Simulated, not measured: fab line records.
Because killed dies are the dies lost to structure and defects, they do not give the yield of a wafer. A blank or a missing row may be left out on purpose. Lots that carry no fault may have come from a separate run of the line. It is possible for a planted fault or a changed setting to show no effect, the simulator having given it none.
fab line records ; flow berkeleyCmos170 ; part 1 of 2: steps 1 to 30 of 39
[record] lots = 5; wafers = 15; lastDay = 12
route steps=331 shown BACKSIDE@199 SDANNEAL@204 PSD@206 NSD@207 PLDD@208 NLDD@209 SILICIDE@210 CONTACT@216
lots that met no fault: from a run of the same line without faults
startH: the number of hours between the record's first day and the start of the first shown wafer of the lot ; waitH: hours from the lot's prior step to this one ; " identical to the entry in the row above ; L1.1+2: several wafers, shown together as one row ; - value missing, or start not given ; * or withheld: withheld ; < > ~ a bound
route shown NAME@n: names a module that has steps shown in the file, with the first one's number in the route ; usual: mean/standard deviation taken from wafers without a fault ; same: alike in all rows ; chamber/n: place in a boat ; sites: each site's reading ; _std_site: standard deviation across them ; _edge_site: the outer-site mean with the inner-site mean subtracted ; radiusMm: for every site, how far away it sits from the centre of the wafer ; mask NAME#n: copy n ; behind: the most recent tool/chamber to have shaped the wafer ; hold: reason for holding the lot/hours on hold/outcome of the hold ; device: names the non-switching transistor (n, p or np) ; end of line: tests run on the same wafers once the route is complete ; step lacking rows: just its recipe ; killed: not the wafer's yield, but the dies lost to structure and defects at the first sort ; map: the dies of a wafer, with x for killed, . for not killed, _ for no die there
set.NAME: the run value of the setting; set.NAME@STEP: its run value at that earlier step ; model.NAME: the simulator's own value behind a step, which no gauge read
a table for each step, a row for each wafer; lots at some steps of the route
services: when a tool's chamber went out of use (startH, in hours from the record's first day, below 0 if earlier), for how many hours, and the reason
[[steps]]
[step UCB170_BACKSIDE_HMDS_00]
[recipe] primeTimeS = 60; primeTempC = 100
lot.wafer;tool;chamber;startH;waitH
L074.3+4+6;lithoTrack-01;0;148.77;0.6
L083.1+3+6;lithoTrack-02;0;188.36;0.0
L082.1+4+6;lithoTrack-03;0;188.55;0.0
L084.3+4+6;lithoTrack-03;0;208.19;0.7
L094.3+4+5;lithoTrack-01;0;244.79;0.1
[step UCB170_BACKSIDE_COAT_01]
[recipe] resist = KrF; spinRpm = 1500; resistThkNm = 900
lot.wafer;tool;chamber;startH;waitH
L074.3+4+6;lithoTrack-01;0;148.92;0.1
L083.1+3+6;lithoTrack-02;0;188.51;0.1
L082.1+4+6;lithoTrack-03;0;188.70;0.1
L084.3+4+6;lithoTrack-03;0;208.34;0.1
L094.3+4+5;lithoTrack-01;0;244.94;0.1
[step UCB170_BACKSIDE_SOFTBAKE_02]
[recipe] resist = KrF; tempC = 130; timeS = 60
[same] timeS = 60
lot.wafer;tool;chamber;startH;waitH
L074.3+4+6;lithoTrack-01;0;149.07;0.1
L083.1+3+6;lithoTrack-02;0;188.66;0.1
L082.1+4+6;lithoTrack-03;0;188.85;0.1
L084.3+4+6;lithoTrack-03;0;208.49;0.1
L094.3+4+5;lithoTrack-01;0;245.09;0.1
[step UCB170_BACKSIDE_STRIP_03]
[recipe] chemistry = O2; powerW = 400; pressureMtorr = 3500; platenTempC = withheld; o2FlowSccm = 400; overashFraction = 0.5
[usual] drypumpMotorCurrentA = 5.6/0.59; oesProductAu = 0.735/0.0044; stripTimeToEndpointS = 21.95/0.076
[same] overashFraction = 0.5
lot.wafer;tool;chamber;startH;waitH;drypumpMotorCurrentA;oesProductAu;rfHoursCounterH;stripTimeToEndpointS
L074.3;plasmaAsher-02;1;149.20;0.1;4.8;0.735;-;21.93
L074.4;plasmaAsher-02;0;149.20;0.1;5.1;0.732;-;21.94
L074.6;plasmaAsher-02;0;149.20;0.1;5.1;0.729;-;21.99
L083.1;plasmaAsher-03;1;188.81;0.1;5.2;0.743;51;21.91
L083.3;plasmaAsher-03;1;188.81;0.1;5.2;0.727;-;21.85
L083.6;plasmaAsher-03;1;188.81;0.1;5.2;0.727;-;21.88
L082.1;plasmaAsher-04;0;189.00;0.1;6.2;0.739;35;22.01
L082.4;plasmaAsher-04;1;189.00;0.1;6.3;0.734;-;22.07
L082.6;plasmaAsher-04;1;189.00;0.1;6.3;0.731;-;22.02
L084.3;plasmaAsher-04;0;208.62;0.1;6.2;0.734;-;21.93
L084.4;plasmaAsher-04;1;208.62;0.1;6.3;0.733;-;21.89
L084.6;plasmaAsher-04;0;208.62;0.1;6.2;0.732;-;21.92
L094.3;plasmaAsher-03;0;245.22;0.1;5.2;0.732;-;22.13
L094.4;plasmaAsher-03;1;245.22;0.1;5.1;0.731;-;22.13
L094.5;plasmaAsher-03;0;245.22;0.1;5.2;0.734;-;22.10
[step UCB170_BACKSIDE_CLEAN_04]
[recipe] chemistry = SPM; tempC = 120; timeS = 600
[same] timeS = 600
lot.wafer;tool;chamber;startH;waitH
L074.3+4+6;wetBench-02;1;149.28;0.0
L083.1+3+6;wetBench-03;1;188.91;0.1
L082.1+4+6;wetBench-03;2;189.10;0.1
L084.3+4+6;wetBench-03;3;208.69;0.0
L094.3+4+5;wetBench-03;1;245.29;0.0
[step UCB170_SDANNEAL_RTA_00]
[recipe] tempC = 900; timeS = 10; ambient = N2
[usual] lampPowerPct = 23.0/1; wafer_temp_C_max = 903.2/0.7
[same] timeS = 10
lot.wafer;tool;chamber;startH;waitH;lampPowerPct;wafer_temp_C_max
L074.3;rtpAnneal-02;0;149.65;0.0;24.0;902.6
L074.4;rtpAnneal-02;0;149.65;0.0;24.0;902.5
L074.6;rtpAnneal-02;0;149.65;0.0;24.0;903.1
L083.1;rtpAnneal-02;0;189.10;0.0;24.1;903.1
L083.3;rtpAnneal-02;0;189.10;0.0;24.0;902.9
L083.6;rtpAnneal-02;0;189.10;0.0;24.0;902.3
L082.1;rtpAnneal-01;0;189.29;0.0;22.0;902.6
L082.4;rtpAnneal-01;0;189.29;0.0;22.0;903.4
L082.6;rtpAnneal-01;0;189.29;0.0;22.0;904.2
L084.3;rtpAnneal-01;0;208.90;0.0;22.0;904.5
L084.4;rtpAnneal-01;0;208.90;0.0;22.0;903.5
L084.6;rtpAnneal-01;0;208.90;0.0;21.9;903.5
L094.3;rtpAnneal-01;0;245.48;0.0;22.0;903.6
L094.4;rtpAnneal-01;0;245.48;0.0;22.0;904.0
L094.5;rtpAnneal-01;0;245.48;0.0;22.0;902.7
[step UCB170_SDANNEAL_RTA_01]
[recipe] tempC = 1050; timeS = 5.237; ambient = N2
[usual] lampPowerPct = 35.5/1.6; wafer_temp_C_max = 1053.9/0.82
[same] timeS = 5.237
lot.wafer;tool;chamber;startH;waitH;lampPowerPct;wafer_temp_C_max
L074.3;rtpAnneal-02;0;149.72;0.1;37.1;1053.0
L074.4;rtpAnneal-02;0;149.72;0.1;37.1;1053.6
L074.6;rtpAnneal-02;0;149.72;0.1;37.1;1053.7
L083.1;rtpAnneal-02;0;189.17;0.1;37.0;1053.8
L083.3;rtpAnneal-02;0;189.17;0.1;37.1;1053.2
L083.6;rtpAnneal-02;0;189.17;0.1;37.1;1053.6
L082.1;rtpAnneal-01;0;189.36;0.1;33.9;1055.5
L082.4;rtpAnneal-01;0;189.36;0.1;33.9;1055.2
L082.6;rtpAnneal-01;0;189.36;0.1;33.9;1053.6
L084.3;rtpAnneal-01;0;208.97;0.1;33.9;1054.8
L084.4;rtpAnneal-01;0;208.97;0.1;33.9;1053.3
L084.6;rtpAnneal-01;0;208.97;0.1;33.9;1054.4
L094.3;rtpAnneal-01;0;245.55;0.1;33.9;1054.2
L094.4;rtpAnneal-01;0;245.55;0.1;33.9;1055.4
L094.5;rtpAnneal-01;0;245.55;0.1;33.8;1053.6
[step UCB170_SDANNEAL_RS_MEAS_02]
[recipe] thkMeasGauge = four-point-probe
[usual] PSD_RS = 73.7/0.34
lot.wafer;tool;chamber;startH;waitH;PSD_RS[ohm/sq]
L074.3;filmMetro-03;-;149.80;0.1;73.7
L074.4;filmMetro-03;-;149.80;0.1;73.5
L074.6;filmMetro-03;-;149.80;0.1;73.7
L083.1;filmMetro-01;-;189.22;0.0;73.8
L083.3;filmMetro-01;-;189.22;0.0;73.9
L083.6;filmMetro-01;-;189.22;0.0;74.0
L082.1;filmMetro-03;-;189.55;0.2;73.8
L082.4;filmMetro-03;-;189.55;0.2;73.7
L082.6;filmMetro-03;-;189.55;0.2;73.8
L084.3;filmMetro-01;-;209.05;0.1;73.1
L084.4;filmMetro-01;-;209.05;0.1;73.2
L084.6;filmMetro-01;-;209.05;0.1;73.4
L094.3;filmMetro-03;-;245.63;0.1;73.8
L094.4;filmMetro-03;-;245.63;0.1;73.4
L094.5;filmMetro-03;-;245.63;0.1;73.8
[step UCB170_SDANNEAL_RS_MEAS_03]
[recipe] thkMeasGauge = four-point-probe
[usual] NSD_RS = 37.15/0.097
lot.wafer;tool;chamber;startH;waitH;NSD_RS[ohm/sq]
L074.3;filmMetro-03;-;149.92;0.1;37.08
L074.4;filmMetro-03;-;149.92;0.1;37.20
L074.6;filmMetro-03;-;149.92;0.1;37.20
L083.1;filmMetro-01;-;189.34;0.1;37.10
L083.3;filmMetro-01;-;189.34;0.1;37.15
L083.6;filmMetro-01;-;189.34;0.1;37.10
L082.1;filmMetro-03;-;189.67;0.1;37.16
L082.4;filmMetro-03;-;189.67;0.1;37.18
L082.6;filmMetro-03;-;189.67;0.1;37.24
L084.3;filmMetro-01;-;209.17;0.1;37.22
L084.4;filmMetro-01;-;209.17;0.1;37.18
L084.6;filmMetro-01;-;209.17;0.1;37.13
L094.3;filmMetro-03;-;245.75;0.1;37.09
L094.4;filmMetro-03;-;245.75;0.1;37.10
L094.5;filmMetro-03;-;245.75;0.1;37.15
[step UCB170_SDANNEAL_RS_MEAS_04]
[recipe] thkMeasGauge = four-point-probe
[usual] PLDD_RS = 1031.3/2.7
lot.wafer;tool;chamber;startH;waitH;PLDD_RS[ohm/sq]
L074.3;filmMetro-03;-;150.04;0.1;1030.0
L074.4;filmMetro-03;-;150.04;0.1;1033.4
L074.6;filmMetro-03;-;150.04;0.1;1032.0
L083.1;filmMetro-01;-;189.46;0.1;1033.4
L083.3;filmMetro-01;-;189.46;0.1;1034.7
L083.6;filmMetro-01;-;189.46;0.1;1035.2
L082.1;filmMetro-03;-;189.79;0.1;1032.0
L082.4;filmMetro-03;-;189.79;0.1;1033.4
L082.6;filmMetro-03;-;189.79;0.1;1032.1
L084.3;filmMetro-01;-;209.29;0.1;1031.7
L084.4;filmMetro-01;-;209.29;0.1;1029.8
L084.6;filmMetro-01;-;209.29;0.1;1032.3
L094.3;filmMetro-03;-;245.87;0.1;1028.9
L094.4;filmMetro-03;-;245.87;0.1;1029.2
L094.5;filmMetro-03;-;245.87;0.1;1027.5
[step UCB170_SDANNEAL_RS_MEAS_05]
[recipe] thkMeasGauge = four-point-probe
[usual] NLDD_RS = 616.6/1.4
lot.wafer;tool;chamber;startH;waitH;NLDD_RS[ohm/sq]
L074.3;filmMetro-03;-;150.16;0.1;616.9
L074.4;filmMetro-03;-;150.16;0.1;618.7
L074.6;filmMetro-03;-;150.16;0.1;618.3
L083.1;filmMetro-01;-;189.58;0.1;616.8
L083.3;filmMetro-01;-;189.58;0.1;617.0
L083.6;filmMetro-01;-;189.58;0.1;616.7
L082.1;filmMetro-03;-;189.91;0.1;613.4
L082.4;filmMetro-03;-;189.91;0.1;615.7
L082.6;filmMetro-03;-;189.91;0.1;616.9
L084.3;filmMetro-01;-;209.41;0.1;617.0
L084.4;filmMetro-01;-;209.41;0.1;619.0
L084.6;filmMetro-01;-;209.41;0.1;618.2
L094.3;filmMetro-03;-;245.99;0.1;617.0
L094.4;filmMetro-03;-;245.99;0.1;617.1
L094.5;filmMetro-03;-;245.99;0.1;619.5
[step UCB170_SILICIDE_PRE_CLEAN_00]
[recipe] gas = Ar; precleanEtchTimeS = 60
lot.wafer;tool;chamber;startH;waitH
L074.3+4+6;pvdSputter-01;-;150.24;0.1
L083.1+3+6;pvdSputter-02;-;189.70;0.1
L082.1+4+6;pvdSputter-01;-;190.03;0.1
L084.3+4+6;pvdSputter-02;-;209.49;0.1
L094.3+4+5;pvdSputter-02;-;246.07;0.1
[step UCB170_SILICIDE_SPUTTER_01]
[recipe] material = Ti; targetThkNm = 30; timeS = 25; powerW = 1500; chamberPressurePa = 0.5
[usual] throttleValvePct = 30.5/1.1
[same] timeS = 25
lot.wafer;tool;chamber;startH;waitH;throttleValvePct
L074.3;pvdSputter-01;-;150.30;0.0;31.2
L074.4;pvdSputter-01;-;150.30;0.0;30.8
L074.6;pvdSputter-01;-;150.30;0.0;32.5
L083.1;pvdSputter-02;-;189.77;0.0;30.5
L083.3;pvdSputter-02;-;189.77;0.0;30.2
L083.6;pvdSputter-02;-;189.77;0.0;30.9
L082.1;pvdSputter-01;-;190.10;0.0;31.2
L082.4;pvdSputter-01;-;190.10;0.0;32.4
L082.6;pvdSputter-01;-;190.10;0.0;31.2
L084.3;pvdSputter-02;-;209.55;0.0;30.5
L084.4;pvdSputter-02;-;209.55;0.0;30.6
L084.6;pvdSputter-02;-;209.55;0.0;31.2
L094.3;pvdSputter-02;-;246.13;0.0;28.7
L094.4;pvdSputter-02;-;246.13;0.0;30.4
L094.5;pvdSputter-02;-;246.13;0.0;30.6
[step UCB170_SILICIDE_RS_MEAS_02]
[recipe] thkMeasGauge = four-point-probe; reads = Ti_of_SILICIDE_SPUTTER_01
[usual] SILICIDE_TI_RS = 26.11/0.25
lot.wafer;tool;chamber;startH;waitH;SILICIDE_TI_RS[ohm/sq]
L074.3;filmMetro-03;-;150.37;0.1;25.99
L074.4;filmMetro-03;-;150.37;0.1;26.28
L074.6;filmMetro-03;-;150.37;0.1;26.20
L083.1;filmMetro-04;-;189.91;0.1;26.30
L083.3;filmMetro-04;-;189.91;0.1;26.48
L083.6;filmMetro-04;-;189.91;0.1;26.39
L082.1;filmMetro-03;-;190.13;0.0;26.17
L082.4;filmMetro-03;-;190.13;0.0;26.26
L082.6;filmMetro-03;-;190.13;0.0;26.20
L084.3;filmMetro-04;-;209.62;0.1;26.32
L084.4;filmMetro-04;-;209.62;0.1;26.29
L084.6;filmMetro-04;-;209.62;0.1;26.46
L094.3;filmMetro-04;-;246.20;0.1;25.57
L094.4;filmMetro-04;-;246.20;0.1;25.92
L094.5;filmMetro-04;-;246.20;0.1;25.70
[step UCB170_SILICIDE_THK_MEAS_03]
[recipe] thkMeasGauge = xrf; reads = Ti_of_SILICIDE_SPUTTER_01
[usual] SILICIDE_TI_THK = 30.05/0.24
lot.wafer;tool;chamber;startH;waitH;SILICIDE_TI_THK[nm]
L074.3;filmMetro-03;-;150.47;0.1;30.26
L074.4;filmMetro-03;-;150.47;0.1;30.05
L074.6;filmMetro-03;-;150.47;0.1;30.00
L083.1;filmMetro-04;-;190.03;0.1;30.02
L083.3;filmMetro-04;-;190.03;0.1;30.03
L083.6;filmMetro-04;-;190.03;0.1;29.90
L082.1;filmMetro-03;-;190.25;0.1;30.02
L082.4;filmMetro-03;-;190.25;0.1;29.93
L082.6;filmMetro-03;-;190.25;0.1;30.10
L084.3;filmMetro-04;-;209.72;0.1;29.90
L084.4;filmMetro-04;-;209.72;0.1;29.84
L084.6;filmMetro-04;-;209.72;0.1;29.81
L094.3;filmMetro-04;-;246.30;0.1;30.51
L094.4;filmMetro-04;-;246.30;0.1;30.09
L094.5;filmMetro-04;-;246.30;0.1;30.29
[step UCB170_SILICIDE_RTA_04]
[recipe] tempC = 650; timeS = 15; ambient = N2
[usual] lampPowerPct = 10.0/0.42; wafer_temp_C_max = 652.2/0.6
[same] timeS = 15
lot.wafer;tool;chamber;startH;waitH;lampPowerPct;wafer_temp_C_max
L074.3;rtpAnneal-02;0;150.54;0.1;10.3;652.4
L074.4;rtpAnneal-02;0;150.54;0.1;10.3;651.7
L074.6;rtpAnneal-02;0;150.54;0.1;10.3;652.3
L083.1;rtpAnneal-02;0;190.09;0.1;10.3;651.5
L083.3;rtpAnneal-02;0;190.09;0.1;10.3;651.3
L083.6;rtpAnneal-02;0;190.09;0.1;10.3;652.1
L082.1;rtpAnneal-01;0;190.31;0.1;9.4;653.0
L082.4;rtpAnneal-01;0;190.31;0.1;9.4;652.3
L082.6;rtpAnneal-01;0;190.31;0.1;9.4;652.2
L084.3;rtpAnneal-01;0;209.79;0.1;9.4;651.8
L084.4;rtpAnneal-01;0;209.79;0.1;9.4;652.9
L084.6;rtpAnneal-01;0;209.79;0.1;9.4;652.1
L094.3;rtpAnneal-01;0;246.37;0.1;9.4;652.8
L094.4;rtpAnneal-01;0;246.37;0.1;9.4;653.0
L094.5;rtpAnneal-01;0;246.37;0.1;9.4;652.2
[step UCB170_SILICIDE_WET_ETCH_05]
[recipe] chemistry = SPM; timeS = 45; tempC = 120; target = Ti
[same] timeS = 45
lot.wafer;tool;chamber;startH;waitH
L074.3+4+6;wetBench-03;3;150.70;0.1
L083.1+3+6;wetBench-03;3;190.17;0.1
L082.1+4+6;wetBench-03;3;190.40;0.1
L084.3+4+6;wetBench-03;0;209.84;0.0
L094.3+4+5;wetBench-03;1;246.42;0.0
[step UCB170_CONTACT_CLEAN_00]
[recipe] chemistry = SPM; tempC = 120; timeS = 600
[same] timeS = 600
lot.wafer;tool;chamber;startH;waitH
L074.3+4+6;wetBench-03;0;150.72;0.0
L083.1+3+6;wetBench-03;0;190.19;0.0
L082.1+4+6;wetBench-03;0;190.42;0.0
L084.3+4+6;wetBench-03;3;209.86;0.0
L094.3+4+5;wetBench-02;1;246.44;0.0
[step UCB170_CONTACT_CVD_01]
[recipe] material = PSG; targetThkNm = 700; tempC = 450; precursor = SiH4/O2/PH3; timeS = 2820; pressureMtorr = 300; sih4FlowSccm = 60; o2FlowSccm = 90; ph3FlowSccm = 25
[usual] sih4FlowSccm = 60.01/0.19
[same] timeS = 2820
lot.wafer;tool;chamber;startH;waitH;sih4FlowSccm
L074.3;lpcvd-01;0;152.48;1.6;60.10
L074.4;lpcvd-01;0;152.48;1.6;60.08
L074.6;lpcvd-01;0;152.48;1.6;59.92
L082.1;lpcvd-01;1;191.03;0.4;59.86
L082.4;lpcvd-01;1;191.03;0.4;59.89
L082.6;lpcvd-01;1;191.03;0.4;60.08
L083.1;lpcvd-01;1;191.03;0.6;60.06
L083.3;lpcvd-01;1;191.03;0.6;59.94
L083.6;lpcvd-01;1;191.03;0.6;60.17
L084.3;lpcvd-01;1;210.50;0.5;59.52
L084.4;lpcvd-01;1;210.50;0.5;59.93
L084.6;lpcvd-01;1;210.50;0.5;59.62
L094.3;lpcvd-02;0;247.52;0.9;60.13
L094.4;lpcvd-02;0;247.52;0.9;59.96
L094.5;lpcvd-02;0;247.52;0.9;59.74
[step UCB170_CONTACT_THK_MEAS_02]
[recipe] reads = PSG_of_CONTACT_CVD_01
[usual] CONTACT_PSG_THK = 702/6.2
lot.wafer;tool;chamber;startH;waitH;CONTACT_PSG_THK[nm]
L074.3;filmMetro-01;-;154.29;0.0;691
L074.4;filmMetro-01;-;154.29;0.0;696
L074.6;filmMetro-01;-;154.29;0.0;691
L082.1;filmMetro-04;-;192.81;0.0;701
L082.4;filmMetro-04;-;192.81;0.0;700
L082.6;filmMetro-04;-;192.81;0.0;695
L083.1;filmMetro-03;-;192.81;0.0;707
L083.3;filmMetro-03;-;192.81;0.0;707
L083.6;filmMetro-03;-;192.81;0.0;709
L084.3;filmMetro-04;-;212.31;0.0;698
L084.4;filmMetro-04;-;212.31;0.0;701
L084.6;filmMetro-04;-;212.31;0.0;697
L094.3;filmMetro-03;-;249.33;0.0;710
L094.4;filmMetro-03;-;249.33;0.0;710
L094.5;filmMetro-03;-;249.33;0.0;709
[step UCB170_CONTACT_HMDS_03]
[recipe] primeTimeS = 60; primeTempC = 100
lot.wafer;tool;chamber;startH;waitH
L074.3+4+6;lithoTrack-01;0;154.49;0.2
L082.1+4+6;lithoTrack-02;0;192.87;0.1
L083.1+3+6;lithoTrack-01;0;192.87;0.1
L084.3+4+6;lithoTrack-01;0;212.40;0.1
L094.3+4+5;lithoTrack-02;0;249.95;0.6
[step UCB170_CONTACT_COAT_04]
[recipe] resist = KrF; spinRpm = 1500; resistThkNm = 900
lot.wafer;tool;chamber;startH;waitH
L074.3+4+6;lithoTrack-01;0;154.64;0.1
L082.1+4+6;lithoTrack-02;0;193.02;0.1
L083.1+3+6;lithoTrack-01;0;193.02;0.1
L084.3+4+6;lithoTrack-01;0;212.55;0.1
L094.3+4+5;lithoTrack-02;0;250.10;0.1
[step UCB170_CONTACT_SOFTBAKE_05]
[recipe] resist = KrF; tempC = 130; timeS = 60
[same] timeS = 60
lot.wafer;tool;chamber;startH;waitH
L074.3+4+6;lithoTrack-01;0;154.79;0.1
L082.1+4+6;lithoTrack-02;0;193.17;0.1
L083.1+3+6;lithoTrack-01;0;193.17;0.1
L084.3+4+6;lithoTrack-01;0;212.70;0.1
L094.3+4+5;lithoTrack-02;0;250.25;0.1
[step UCB170_CONTACT_STRIP_06]
[recipe] chemistry = O2; powerW = 400; pressureMtorr = 3500; platenTempC = withheld; o2FlowSccm = 400; overashFraction = 0.5
[usual] drypumpMotorCurrentA = 5.3/0.52; oesProductAu = 0.734/0.0048; stripTimeToEndpointS = 21.93/0.076
[same] overashFraction = 0.5
lot.wafer;tool;chamber;startH;waitH;drypumpMotorCurrentA;oesProductAu;rfHoursCounterH;stripTimeToEndpointS
L074.3;plasmaAsher-01;1;154.92;0.1;6.5;0.731;-;21.88
L074.4;plasmaAsher-01;0;154.92;0.1;5.6;0.733;-;21.95
L074.6;plasmaAsher-01;1;154.92;0.1;6.6;0.735;-;21.86
L082.1;plasmaAsher-02;1;193.32;0.1;4.9;0.724;49;21.86
L082.4;plasmaAsher-02;0;193.32;0.1;5.1;0.736;-;21.92
L082.6;plasmaAsher-02;0;193.32;0.1;5.1;0.737;-;21.93
L083.1;plasmaAsher-01;1;193.32;0.1;6.5;0.726;8;21.95
L083.3;plasmaAsher-01;1;193.32;0.1;6.5;0.741;-;21.94
L083.6;plasmaAsher-01;0;193.32;0.1;5.7;0.743;-;21.97
L084.3;plasmaAsher-01;1;212.83;0.1;6.6;0.740;-;21.97
L084.4;plasmaAsher-01;0;212.83;0.1;5.6;0.729;-;21.86
L084.6;plasmaAsher-01;1;212.83;0.1;6.5;0.732;-;21.93
L094.3;plasmaAsher-03;1;250.38;0.1;5.2;0.736;-;21.92
L094.4;plasmaAsher-03;0;250.38;0.1;5.2;0.739;-;21.90
L094.5;plasmaAsher-03;0;250.38;0.1;5.3;0.734;-;21.89
[step UCB170_CONTACT_CLEAN_07]
[recipe] chemistry = SPM; tempC = 120; timeS = 600
[same] timeS = 600
lot.wafer;tool;chamber;startH;waitH
L074.3+4+6;wetBench-03;1;155.25;0.3
L082.1+4+6;wetBench-02;2;193.42;0.1
L083.1+3+6;wetBench-02;2;193.42;0.1
L084.3+4+6;wetBench-03;0;212.90;0.0
L094.3+4+5;wetBench-02;2;250.90;0.5
[step UCB170_CONTACT_RTA_08]
[recipe] tempC = 900; timeS = 10; ambient = N2
[usual] lampPowerPct = 22.8/1; wafer_temp_C_max = 903.3/0.71
[same] timeS = 10
lot.wafer;tool;chamber;startH;waitH;lampPowerPct;wafer_temp_C_max
L074.3;rtpAnneal-02;0;155.45;0.0;24.0;902.6
L074.4;rtpAnneal-02;0;155.45;0.0;24.0;903.0
L074.6;rtpAnneal-02;0;155.45;0.0;24.0;902.6
L083.1;rtpAnneal-02;0;193.65;0.0;24.0;902.7
L083.3;rtpAnneal-02;0;193.65;0.0;24.1;902.9
L083.6;rtpAnneal-02;0;193.65;0.0;24.0;903.3
L082.1;rtpAnneal-01;0;193.71;0.1;22.0;903.0
L082.4;rtpAnneal-01;0;193.71;0.1;22.0;902.4
L082.6;rtpAnneal-01;0;193.71;0.1;22.0;903.2
L084.3;rtpAnneal-01;0;213.10;0.0;22.0;902.5
L084.4;rtpAnneal-01;0;213.10;0.0;22.0;903.5
L084.6;rtpAnneal-01;0;213.10;0.0;22.0;904.4
L094.3;rtpAnneal-02;0;251.12;0.0;24.0;902.6
L094.4;rtpAnneal-02;0;251.12;0.0;24.0;902.8
L094.5;rtpAnneal-02;0;251.12;0.0;24.1;902.7
[step UCB170_CONTACT_COAT_09]
[recipe] resist = BARC; tempC = withheld; timeS = withheld; spinRpm = 3000; resistThkNm = withheld
lot.wafer;tool;chamber;startH;waitH
L074.3+4+6;lithoTrack-01;0;155.69;0.2
L083.1+3+6;lithoTrack-01;0;193.77;0.1
L082.1+4+6;lithoTrack-02;0;193.87;0.1
L084.3+4+6;lithoTrack-02;0;213.82;0.7
L094.3+4+5;lithoTrack-01;0;251.33;0.2
[step UCB170_CONTACT_COAT_10]
[recipe] resist = KrF; spinRpm = 1500; resistThkNm = 900
lot.wafer;tool;chamber;startH;waitH
L074.3+4+6;lithoTrack-01;0;-;-
L083.1+3+6;lithoTrack-01;0;-;-
L082.1+4+6;lithoTrack-02;0;-;-
L084.3+4+6;lithoTrack-02;0;-;-
L094.3+4+5;lithoTrack-01;0;-;-
[step UCB170_CONTACT_SOFTBAKE_11]
[recipe] resist = KrF; tempC = 130.9; timeS = 60
[same] timeS = 60
lot.wafer;tool;chamber;startH;waitH
L074.3+4+6;lithoTrack-01;0;-;-
L083.1+3+6;lithoTrack-01;0;-;-
L082.1+4+6;lithoTrack-02;0;-;-
L084.3+4+6;lithoTrack-02;0;-;-
L094.3+4+5;lithoTrack-01;0;-;-
[step UCB170_CONTACT_EXPOSE_12]
[recipe] maskId = CONT; targetCdNm = 700; na = 0.5; sigmaOuter = 0.6; sourceShape = conventional; doseMj = 35
[usual] exposureDoseMJCm2 = 34.56/0.033; reticleTempC = 23.00/0.097
lot.wafer;tool;chamber;startH;waitH;mask;exposureDoseMJCm2;reticleTempC
L074.3;krfScanner-01;0;156.13;-;CONT#0;34.51;23.11
L074.4;krfScanner-01;0;156.13;-;CONT#0;34.56;23.03
L074.6;krfScanner-01;0;156.13;-;CONT#0;34.63;23.00
L083.1;krfScanner-01;0;194.53;-;CONT#0;34.57;23.00
L083.3;krfScanner-01;0;194.53;-;CONT#0;34.58;23.01
L083.6;krfScanner-01;0;194.53;-;CONT#0;34.58;22.98
L082.1;krfScanner-02;0;194.77;-;CONT#0;34.56;23.12
L082.4;krfScanner-02;0;194.77;-;CONT#0;34.52;22.89
L082.6;krfScanner-02;0;194.77;-;CONT#0;34.58;23.03
L084.3;krfScanner-01;0;214.38;-;CONT#0;34.58;23.00
L084.4;krfScanner-01;0;214.38;-;CONT#0;34.52;22.93
L084.6;krfScanner-01;0;214.38;-;CONT#0;34.57;22.87
L094.3;krfScanner-02;0;252.12;-;CONT#0;34.60;22.86
L094.4;krfScanner-02;0;252.12;-;CONT#0;34.55;22.87
L094.5;krfScanner-02;0;252.12;-;CONT#0;34.59;22.82
